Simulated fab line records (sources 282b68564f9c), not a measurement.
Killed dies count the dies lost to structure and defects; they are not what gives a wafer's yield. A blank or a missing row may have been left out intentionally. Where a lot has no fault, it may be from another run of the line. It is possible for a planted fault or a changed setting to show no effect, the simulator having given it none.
fab line records	flow ritCmos
record lots=6	wafers=18	lastDay=6
route steps=202 shown REOX@100 NLDD@103 PLDD@114 SPACER@125 NSD@131 M1@202
lots that met no fault: from a run of the same line without faults
startH: hours from the record's opening day to when the first of the lot's shown wafers began	waitH: how many hours have passed since the lot's step before this one	" as in the row above	L1.1+2: a row that stands for several wafers	- no value, or no start given	* or withheld: withheld	< > ~ a bound
route shown NAME@n: NAME is a module with steps in the file, n the number in the route of the first one	usual: mean and standard deviation over wafers with no fault	same: alike in all rows	chamber/n: place in a boat	sites: readings site by site	_std_site: their standard deviation	_edge_site: outer sites' mean less inner sites'	radiusMm: how far each site lies from the wafer's centre	mask NAME#n: copy n	behind: the most recent tool/chamber to have shaped the wafer	hold: reason for holding the lot/hours on hold/outcome of the hold	device: transistor that didn't switch, given as n, p or np	end of line: tests of these same wafers at the route's end	a step given without rows: its recipe and nothing more	killed: the dies lost at the first sort to structure and to defects; this is not the yield of the wafer	map: a wafer's dies, marking killed ones x, the rest . and places with no die _
set.NAME: the setting that was run; set.NAME@STEP: the one run at that earlier step	model.NAME: the simulator's own value behind a step, which no gauge read
lots seen at some steps along the route; tables by step, rows by wafer
services: the hour from which a tool's chamber was out of use, counted from the record's first day as startH (under 0 if before that day), plus the number of hours and why
## steps
# step RIT_REOX_CLEAN_02
# recipe chemistry=SC2	mix=3:3:50	timeS=600	tempC=75	dry=n2Spin
# step RIT_REOX_OXIDATION_03
# recipe tempC=900	ambient=O2	targetThkA=252	oxTimeS=5580
# step RIT_REOX_THK_MEAS_04
# recipe reads=SiO2_of_REOX_OXIDATION_03
# usual REOX_OXIDE_THK=25.1/0.41
lot.wafer	tool	chamber	startH	waitH	REOX_OXIDE_THK[nm]
L716.4	filmMetro-03	-	44.93	0.0	24.7
L716.5	"	-	"	"	24.9
L716.6	"	-	"	"	24.6
L717.2	filmMetro-03	-	55.53	0.0	25.7
L717.3	"	-	"	"	25.2
L717.6	"	-	"	"	25.5
L725.1	filmMetro-04	-	88.21	0.0	25.4
L725.2	"	-	"	"	25.5
L725.6	"	-	"	"	25.2
L724.1	filmMetro-04	-	90.76	0.0	24.6
L724.3	"	-	"	"	24.7
L724.5	"	-	"	"	25.0
L728.4	filmMetro-03	-	106.48	0.0	25.6
L728.5	"	-	"	"	25.2
L728.6	"	-	"	"	25.2
L732.1	filmMetro-04	-	120.92	0.0	26.0
L732.3	"	-	"	"	26.1
L732.6	"	-	"	"	25.6
# step RIT_NLDD_HMDS_00
# recipe primeTimeS=60	primeTempC=140
# step RIT_NLDD_COAT_01
# recipe resist=NOVOLAK	spinRpm=3250	resistThkNm=1000
# step RIT_NLDD_SOFTBAKE_02
# recipe resist=NOVOLAK	tempC=90	timeS=60
# step RIT_NLDD_EXPOSE_03
# recipe maskId=M7	na=0.57	targetCdNm=40700	doseMj=250
# step RIT_NLDD_PEB_04
# recipe resist=NOVOLAK	tempC=withheld	timeS=withheld
# step RIT_NLDD_DEVELOP_05
# recipe resist=NOVOLAK	developTimeS=50	devTempC=23
# step RIT_NLDD_OVL_MEAS_06
# usual NLDD_OVL=0.2/1.2
lot.wafer	tool	chamber	startH	waitH	NLDD_OVL[nm]
L716.4	overlay-02	-	45.83	-	0.9
L716.5	"	-	"	"	-0.8
L716.6	"	-	"	"	1.9
L717.2	overlay-02	-	56.56	-	0.5
L717.3	"	-	"	"	-0.1
L717.6	"	-	"	"	0.9
L725.1	overlay-01	-	89.49	-	0.7
L725.2	"	-	"	"	0.2
L725.6	"	-	"	"	0.6
L724.1	overlay-02	-	91.73	-	0.3
L724.3	"	-	"	"	0.3
L724.5	"	-	"	"	-0.5
L728.4	overlay-02	-	107.38	-	1.6
L728.5	"	-	"	"	-0.7
L728.6	"	-	"	"	-1.4
L732.1	overlay-01	-	121.83	-	0.1
L732.3	"	-	"	"	1.2
L732.6	"	-	"	"	2.1
# step RIT_NLDD_HARDBAKE_07
# recipe resist=NOVOLAK	tempC=140	timeS=60
# step RIT_NLDD_IMPLANT_08
# recipe species=P	energyKev=20	doseCm2=5e+14	tiltDeg=7
# step RIT_NLDD_STRIP_09
# recipe chemistry=O2	timeS=180	resist=NOVOLAK	platenTempC=withheld	powerW=500	pressureMtorr=4000	o2FlowSccm=4000
# usual drypumpMotorCurrentA=5.93/0.18
lot.wafer	tool	chamber	startH	waitH	drypumpMotorCurrentA	rfHoursCounterH
L716.4	plasmaAsher-02	0	46.20	0.1	5.94	-
L716.5	"	0	"	"	5.95	-
L716.6	"	1	"	"	5.83	-
L717.2	plasmaAsher-03	0	56.89	0.1	5.94	45
L717.3	"	0	"	"	5.92	-
L717.6	"	1	"	"	6.31	-
L725.1	plasmaAsher-01	0	89.83	0.1	5.57	41
L725.2	"	1	"	"	6.06	41
L725.6	"	1	"	"	6.04	-
L724.1	plasmaAsher-02	1	92.06	0.1	5.86	44
L724.3	"	0	"	"	5.94	-
L724.5	"	0	"	"	5.91	-
L728.4	plasmaAsher-02	1	107.75	0.1	5.85	-
L728.5	"	0	"	"	5.98	-
L728.6	"	1	"	"	5.84	-
L732.1	plasmaAsher-03	0	122.16	0.1	5.92	52
L732.3	"	1	"	"	6.31	-
L732.6	"	1	"	"	6.29	-
# step RIT_NLDD_TW_MEAS_10
# usual NLDD_TW=2493/21
lot.wafer	tool	chamber	startH	waitH	NLDD_TW
L716.4	filmMetro-02	-	46.35	0.1	2492
L716.5	"	-	"	"	2470
L716.6	"	-	"	"	2477
L717.2	filmMetro-02	-	57.07	0.1	2487
L717.3	"	-	"	"	2482
L717.6	"	-	"	"	2488
L725.1	filmMetro-01	-	90.00	0.1	2500
L725.2	"	-	"	"	2505
L725.6	"	-	"	"	2486
L724.1	filmMetro-01	-	92.24	0.1	2476
L724.3	"	-	"	"	2481
L724.5	"	-	"	"	2481
L728.4	filmMetro-02	-	108.01	0.2	2482
L728.5	"	-	"	"	2473
L728.6	"	-	"	"	2472
L732.1	filmMetro-03	-	122.34	0.1	2537
L732.3	"	-	"	"	2541
L732.6	"	-	"	"	2530
# step RIT_PLDD_HMDS_00
# recipe primeTimeS=60	primeTempC=140
# step RIT_PLDD_COAT_01
# recipe resist=NOVOLAK	spinRpm=3250	resistThkNm=1000
# step RIT_PLDD_SOFTBAKE_02
# recipe resist=NOVOLAK	tempC=90	timeS=60
# step RIT_PLDD_EXPOSE_03
# recipe maskId=M8	na=0.57	targetCdNm=40900	doseMj=250
# step RIT_PLDD_PEB_04
# recipe resist=NOVOLAK	tempC=withheld	timeS=withheld
# step RIT_PLDD_DEVELOP_05
# recipe resist=NOVOLAK	developTimeS=50	devTempC=23
# step RIT_PLDD_OVL_MEAS_06
# usual PLDD_OVL=1.0/1.6
lot.wafer	tool	chamber	startH	waitH	PLDD_OVL[nm]
L716.4	overlay-02	-	47.39	-	-1.7
L716.5	"	-	"	"	-1.5
L716.6	"	-	"	"	-0.9
L717.2	overlay-01	-	58.10	-	1.1
L717.3	"	-	"	"	2.8
L717.6	"	-	"	"	2.7
L725.1	overlay-02	-	91.04	-	1.9
L725.2	"	-	"	"	2.3
L725.6	"	-	"	"	1.6
L724.1	overlay-01	-	93.27	-	-0.2
L724.3	"	-	"	"	-1.5
L724.5	"	-	"	"	-0.4
L728.4	overlay-02	-	108.91	-	2.0
L728.5	"	-	"	"	0.4
L728.6	"	-	"	"	0.9
L732.1	overlay-02	-	123.37	-	0.6
L732.3	"	-	"	"	2.3
L732.6	"	-	"	"	1.5
# step RIT_PLDD_HARDBAKE_07
# recipe resist=NOVOLAK	tempC=140	timeS=60
# step RIT_PLDD_IMPLANT_08
# recipe species=BF2	energyKev=20	doseCm2=9e+14	tiltDeg=7
# step RIT_PLDD_STRIP_09
# recipe chemistry=O2	timeS=180	resist=NOVOLAK	platenTempC=withheld	powerW=500	pressureMtorr=4000	o2FlowSccm=4000
# usual drypumpMotorCurrentA=5.88/0.24
lot.wafer	tool	chamber	startH	waitH	drypumpMotorCurrentA	rfHoursCounterH
L716.4	plasmaAsher-02	0	47.77	0.1	5.94	-
L716.5	"	1	"	"	5.89	-
L716.6	"	0	"	"	5.96	-
L717.2	plasmaAsher-02	1	58.43	0.1	5.83	40
L717.3	"	0	"	"	5.95	-
L717.6	"	1	"	"	5.83	-
L725.1	plasmaAsher-01	1	91.37	0.1	6.06	41
L725.2	"	0	"	"	5.58	41
L725.6	"	1	"	"	6.08	-
L724.1	plasmaAsher-01	1	93.61	0.1	6.04	41
L724.3	"	0	"	"	5.56	-
L724.5	"	1	"	"	6.04	-
L728.4	plasmaAsher-04	1	109.35	0.1	5.56	-
L728.5	"	0	"	"	6.30	-
L728.6	"	1	"	"	5.61	-
L732.1	plasmaAsher-02	1	123.71	0.1	5.88	48
L732.3	"	1	"	"	5.87	-
L732.6	"	1	"	"	5.88	-
# step RIT_PLDD_TW_MEAS_10
# usual PLDD_TW=2353/18
lot.wafer	tool	chamber	startH	waitH	PLDD_TW
L716.4	filmMetro-03	-	47.91	0.1	2338
L716.5	"	-	"	"	2353
L716.6	"	-	"	"	2367
L717.2	filmMetro-02	-	58.62	0.1	2327
L717.3	"	-	"	"	2336
L717.6	"	-	"	"	2337
L725.1	filmMetro-03	-	91.55	0.1	2365
L725.2	"	-	"	"	2387
L725.6	"	-	"	"	2364
L724.1	filmMetro-01	-	93.78	0.1	2350
L724.3	"	-	"	"	2347
L724.5	"	-	"	"	2357
L728.4	filmMetro-03	-	109.50	0.1	2388
L728.5	"	-	"	"	2379
L728.6	"	-	"	"	2373
L732.1	filmMetro-01	-	123.88	0.1	2338
L732.3	"	-	"	"	2330
L732.6	"	-	"	"	2337
# step RIT_SPACER_CLEAN_00
# recipe chemistry=SC1	mix=3:3:50	timeS=600	tempC=75
# step RIT_SPACER_CLEAN_01
# recipe chemistry=dHF	dilution=50:1	timeS=30
# step RIT_SPACER_CLEAN_02
# recipe chemistry=SC2	mix=3:3:50	timeS=600	tempC=75	dry=n2Spin
# step RIT_SPACER_CVD_03
# recipe material=Si3N4	targetThkNm=250	tempC=810	precursor=SiH2Cl2/NH3	timeS=3300	pressureMtorr=300	sih2cl2FlowSccm=60	nh3FlowSccm=150
# step RIT_SPACER_THK_MEAS_04
# recipe reads=Si3N4_of_SPACER_CVD_03
# usual SPACER_NITRIDE_THK=250.7/2.1
lot.wafer	tool	chamber	startH	waitH	SPACER_NITRIDE_THK[nm]
L716.4	filmMetro-04	-	50.43	0.0	249.8
L716.5	"	-	"	"	250.8
L716.6	"	-	"	"	250.0
L717.2	filmMetro-03	-	61.15	0.0	252.2
L717.3	"	-	"	"	251.8
L717.6	"	-	"	"	252.4
L725.1	filmMetro-03	-	95.07	0.0	250.6
L725.2	"	-	"	"	249.7
L725.6	"	-	"	"	250.3
L724.1	filmMetro-04	-	96.18	0.0	254.0
L724.3	"	-	"	"	255.8
L724.5	"	-	"	"	253.7
L728.4	filmMetro-02	-	112.84	0.0	247.6
L728.5	"	-	"	"	246.7
L728.6	"	-	"	"	246.4
L732.1	filmMetro-03	-	127.56	0.0	251.5
L732.3	"	-	"	"	251.6
L732.6	"	-	"	"	252.4
# step RIT_SPACER_ETCHBACK_05
# recipe targetDepthA=2500	SF6_flow_sccm=30	CHF3_flow_sccm=30	target=Si3N4	chemistry=SF6/CHF3	pressureMtorr=40	rfW=250	timeS=240	stopOn=SiO2
# usual drypumpMotorCurrentA=6.0/0.49	oesProductAu=0.846/0.011	throttleValvePct=10.22/0.15
lot.wafer	tool	chamber	startH	waitH	drypumpMotorCurrentA	oesProductAu	rfHoursCounterH	throttleValvePct
L716.4	rieDiel-01	1	50.46	0.0	5.7	0.845	5	10.10
L716.5	"	3	"	"	6.0	0.842	-	10.34
L716.6	"	0	"	"	6.4	0.845	-	9.98
L717.2	rieDiel-03	2	61.20	0.0	6.5	0.851	82	10.08
L717.3	"	1	"	"	6.0	0.831	159	10.32
L717.6	"	2	"	"	6.5	0.852	-	10.08
L725.1	rieDiel-01	1	95.13	0.1	5.7	0.847	5	10.11
L725.2	"	3	"	"	6.0	0.842	143	10.36
L725.6	"	0	"	"	6.3	0.854	-	10.00
L724.1	rieDiel-02	3	96.24	0.1	5.1	0.868	68	10.19
L724.3	"	2	"	"	6.7	0.839	144	10.16
L724.5	"	0	"	"	5.9	0.849	-	10.50
L728.4	rieDiel-01	3	112.87	0.0	6.0	0.832	144	10.33
L728.5	"	0	"	"	6.3	0.843	-	9.98
L728.6	"	3	"	"	6.0	0.831	-	10.33
L732.1	rieDiel-03	3	127.62	0.1	5.4	0.854	125	10.18
L732.3	"	0	"	"	6.7	0.854	5	10.22
L732.6	"	1	"	"	6.0	0.846	-	10.33
# step RIT_NSD_HMDS_00
# recipe primeTimeS=60	primeTempC=140
# step RIT_NSD_COAT_01
# recipe resist=NOVOLAK	spinRpm=3250	resistThkNm=1000
# step RIT_NSD_SOFTBAKE_02
# recipe resist=NOVOLAK	tempC=90	timeS=60
# step RIT_NSD_EXPOSE_03
# recipe maskId=M9	na=0.57	targetCdNm=40700	doseMj=250
# step RIT_NSD_PEB_04
# recipe resist=NOVOLAK	tempC=withheld	timeS=withheld
# step RIT_NSD_DEVELOP_05
# recipe resist=NOVOLAK	developTimeS=50	devTempC=23
# step RIT_NSD_OVL_MEAS_06
# usual NSD_OVL=-0.8/1.2
lot.wafer	tool	chamber	startH	waitH	NSD_OVL[nm]
L716.4	overlay-02	-	51.60	-	0.7
L716.5	"	-	"	"	-0.3
L716.6	"	-	"	"	3.0
L717.2	overlay-01	-	62.33	-	-2.6
L717.3	"	-	"	"	0.2
L717.6	"	-	"	"	-3.8
L725.1	overlay-01	-	96.26	-	-0.7
L725.2	"	-	"	"	0.5
L725.6	"	-	"	"	-0.7
L724.1	overlay-01	-	97.24	-	-3.1
L724.3	"	-	"	"	-3.0
L724.5	"	-	"	"	-2.8
L728.4	overlay-02	-	113.88	-	-1.4
L728.5	"	-	"	"	-1.9
L728.6	"	-	"	"	-0.6
L732.1	overlay-01	-	128.62	-	0.1
L732.3	"	-	"	"	0.0
L732.6	"	-	"	"	1.2
# step RIT_NSD_HARDBAKE_07
# recipe resist=NOVOLAK	tempC=140	timeS=60
# step RIT_NSD_IMPLANT_08
# recipe species=P	energyKev=25	doseCm2=1e+15	tiltDeg=7
# step RIT_NSD_STRIP_09
# recipe chemistry=O2	timeS=180	resist=NOVOLAK	platenTempC=withheld	powerW=500	pressureMtorr=4000	o2FlowSccm=4000
# usual drypumpMotorCurrentA=5.93/0.29
lot.wafer	tool	chamber	startH	waitH	drypumpMotorCurrentA	rfHoursCounterH
L716.4	plasmaAsher-04	0	51.98	0.1	6.28	-
L716.5	"	1	"	"	5.60	-
L716.6	"	0	"	"	6.30	-
L717.2	plasmaAsher-01	1	62.66	0.1	6.06	38
L717.3	"	1	"	"	6.05	-
L717.6	"	0	"	"	5.59	-
L725.1	plasmaAsher-03	0	96.60	0.1	5.94	49
L725.2	"	1	"	"	6.29	49
L725.6	"	1	"	"	6.29	-
L724.1	plasmaAsher-01	0	97.63	0.1	5.58	41
L724.3	"	0	"	"	5.59	-
L724.5	"	0	"	"	5.60	-
L728.4	plasmaAsher-03	0	114.26	0.1	5.96	-
L728.5	"	0	"	"	5.96	-
L728.6	"	1	"	"	6.29	-
L732.1	plasmaAsher-03	0	128.95	0.1	5.94	52
L732.3	"	0	"	"	5.95	-
L732.6	"	0	"	"	5.94	-
# step RIT_NSD_TW_MEAS_10
# usual NSD_TW=3132/28
lot.wafer	tool	chamber	startH	waitH	NSD_TW
L716.4	filmMetro-02	-	52.13	0.1	3109
L716.5	"	-	"	"	3097
L716.6	"	-	"	"	3104
L717.2	filmMetro-03	-	62.85	0.1	3174
L717.3	"	-	"	"	3163
L717.6	"	-	"	"	3163
L725.1	filmMetro-03	-	96.77	0.1	3160
L725.2	"	-	"	"	3163
L725.6	"	-	"	"	3139
L724.1	filmMetro-03	-	97.80	0.1	3178
L724.3	"	-	"	"	3167
L724.5	"	-	"	"	3161
L728.4	filmMetro-01	-	114.41	0.1	3128
L728.5	"	-	"	"	3121
L728.6	"	-	"	"	3132
L732.1	filmMetro-01	-	129.13	0.1	3111
L732.3	"	-	"	"	3101
L732.6	"	-	"	"	3099
# step RIT_M1_PROBE_99
# usual killedAtContacts=0.1/0.31	killedAtFrontEnd=7/3	killedDies=7/3	killedOpen=3.2/1.9	killedShort=3.6/2.2
# same grossDies=264	killed_at_M0_to_M3=0	killed_at_M4_up=0	killedAtBackSide=0	killedAtOther=0
lot.wafer	tool	chamber	startH	waitH	killedAtContacts	killedAtFrontEnd	killedDies	killedOpen	killedShort
L716.4	prober-02	-	62.01	0.2	0	11	11	6	5
L716.5	prober-02	-	62.06	0.2	0	7	7	5	2
L716.6	prober-02	-	62.11	0.2	0	2	2	0	2
L717.2	prober-01	-	72.38	0.1	0	5	5	2	2
L717.3	prober-01	-	72.43	0.2	0	6	6	5	0
L717.6	prober-01	-	72.58	0.2	0	9	9	3	5
L725.1	prober-02	-	106.48	0.1	0	4	4	1	3
L725.2	prober-02	-	106.53	0.1	0	8	8	2	6
L725.6	prober-02	-	106.73	0.2	0	5	5	3	2
L724.1	prober-01	-	107.98	0.1	0	41	41	0	6
L724.3	prober-01	-	108.08	0.2	0	7	7	3	4
L724.5	prober-01	-	108.18	0.2	0	7	7	1	6
L728.4	prober-02	-	124.14	0.2	1	37	38	4	8
L728.5	prober-02	-	124.19	0.2	0	6	6	5	1
L728.6	prober-02	-	124.24	0.2	0	31	31	2	1
L732.1	prober-02	-	138.99	0.1	0	9	9	4	5
L732.3	prober-02	-	139.09	0.2	0	14	14	5	9
L732.6	prober-02	-	139.24	0.2	0	8	8	4	4
# killed by level:class
L716.4 GATE:geometricParticle:short=3 REOX:geometricParticle:open=3 REOX:geometricParticle:short=2 SILICIDE:geometricParticle:open=2 FOX2:geometricParticle:open=1
L716.5 GATE:geometricParticle:open=2 REOX:geometricParticle:open=2 GATE:geometricParticle:short=1 SPACER:geometricParticle:open=1 SILICIDE:geometricParticle:short=1
L716.6 REOX:geometricParticle:short=1 SILICIDE:geometricParticle:short=1
L717.2 FOX1:geometricParticle:open=1 GATE:geometricParticle:open=1 GATE:geometricParticle:short=1 SILICIDE:geometricParticle:short=1 PSD:coatMicrobubblePrinted=1
L717.3 SPACER:geometricParticle:open=2 FOX1:geometricParticle:open=1 GATE:geometricParticle:open=1 SILICIDE:geometricParticle:open=1 PSD:coatMicrobubblePrinted=1
L717.6 SPACER:geometricParticle:open=2 SILICIDE:geometricParticle:short=2 FOX1:geometricParticle:open=1 FOX1:geometricParticle:short=1 GATE:geometricParticle:short=1 SPACER:geometricParticle:short=1 PSD:coatMicrobubblePrinted=1
L725.1 GATE:geometricParticle:short=2 GATE:geometricParticle:open=1 SILICIDE:geometricParticle:short=1
L725.2 GATE:geometricParticle:short=3 FOX1:geometricParticle:short=2 FOX2:geometricParticle:short=1 FOX2:geometricParticle:open=1 SILICIDE:geometricParticle:open=1
L725.6 FOX1:geometricParticle:open=1 GATE:geometricParticle:open=1 GATE:geometricParticle:short=1 REOX:geometricParticle:short=1 REOX:geometricParticle:open=1
L724.1 NLDD:unspecified=35 GATE:geometricParticle:short=4 FOX1:geometricParticle:short=2
L724.3 FOX1:geometricParticle:open=2 GATE:geometricParticle:short=2 FOX1:geometricParticle:short=1 SPACER:geometricParticle:open=1 SILICIDE:geometricParticle:short=1
L724.5 GATE:geometricParticle:short=3 FOX1:geometricParticle:short=1 GATE:geometricParticle:open=1 SPACER:geometricParticle:short=1 SILICIDE:geometricParticle:short=1
L728.4 NLDD:unspecified=26 FOX1:geometricParticle:short=3 FOX2:geometricParticle:short=3 GATE:geometricParticle:short=2 FOX1:geometricParticle:open=1 FOX2:geometricParticle:open=1 GATE:geometricParticle:open=1 CONTACT:geometricParticle:open=1
L728.5 FOX1:geometricParticle:open=3 GATE:geometricParticle:open=1 REOX:geometricParticle:short=1 SPACER:geometricParticle:open=1
L728.6 NLDD:unspecified=28 FOX2:geometricParticle:open=1 GATE:geometricParticle:short=1 GATE:geometricParticle:open=1
L732.1 GATE:geometricParticle:open=3 GATE:geometricParticle:short=3 ACTIVE:geometricParticle:short=1 FOX1:geometricParticle:open=1 SILICIDE:geometricParticle:short=1
L732.3 GATE:geometricParticle:short=4 SPACER:geometricParticle:short=4 GATE:geometricParticle:open=3 SPACER:geometricParticle:open=2 REOX:geometricParticle:short=1
L732.6 REOX:geometricParticle:open=3 GATE:geometricParticle:short=2 FOX1:geometricParticle:open=1 REOX:geometricParticle:short=1 SPACER:geometricParticle:short=1
# map L724.1 (x killed, . not)
________......x_______
_____.............____
____...........x...___
___....x............__
__..................._
__..x...............x_
_.....................
_............x........
_...........x.........
_.....x..xxxxx........
__......xxxxxxxx....._
__........xxxxxx....._
___.......xxxxxx....__
____....x.xxxxx....___
_____........xx...____
________......._______
# map L728.4 (x killed, . not)
________.x....._______
_____..x..........____
____...............___
___........x........__
__...............x..x_
__........x.........._
_.....................
_.....................
_...x.......x.........
_.xx.....xxxxx........
__........xxxxx......_
__.......xxxxxx.x...._
___...x...xxxxxx....__
____.......xx.x.x..___
_____.............____
________......._______
## services
tool	chamber	startH	hours	kind
rieDiel-01	-	24.03	0.5	repair
rieDiel-01	3	24.16	2.7	repair
rieDiel-02	1	50.83	7.6	repair
rieDiel-03	0	53.04	12.4	repair
rieDiel-01	2	54.92	3.1	repair
plasmaAsher-04	-	84.26	1.3	repair
rieDiel-03	1	101.81	-	clean
rieDiel-03	1	101.81	13.4	scheduledDown
rieDiel-03	1	101.81	13.4	ventCycle
plasmaAsher-04	-	103.48	2.8	pm
rieDiel-02	3	105.16	7.2	repair
plasmaAsher-01	-	108.75	9.0	pm
plasmaAsher-01	0	108.75	9.0	ventCycle
plasmaAsher-01	1	108.75	9.0	ventCycle
rieDiel-02	1	109.64	7.4	repair
plasmaAsher-01	0	117.75	-	clean
plasmaAsher-01	1	117.75	-	clean
## key
firstSign step=RIT_M1_PROBE_99	reading=killedDies	direction=up	sigmas=9.8	usual=7	struck=37
effect step=RIT_M1_PROBE_99	reading=killedAtFrontEnd	direction=up	sigmas=9.8	usual=7	struck=36
metAt RIT_NLDD_STRIP_09
struckWafers L724.1,L728.4,L728.6
testerLeftOut L724,L728
onsetBetween 46.20 92.06
fault kind=chamberParticleSource	tool=plasmaAsher-02	chamber=1	onsetH=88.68	steps=RIT_NLDD_STRIP_09	ratePerVisitCm2=0.64789	endH=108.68
# testerLeftOut: of these lots the tester's yield and bins aren't shown, on N5 and GAA mostly nor the transistor test; their killed dies are dies lost to structure and defects alone, not to doping, threshold or leakage, so they don't give the yield
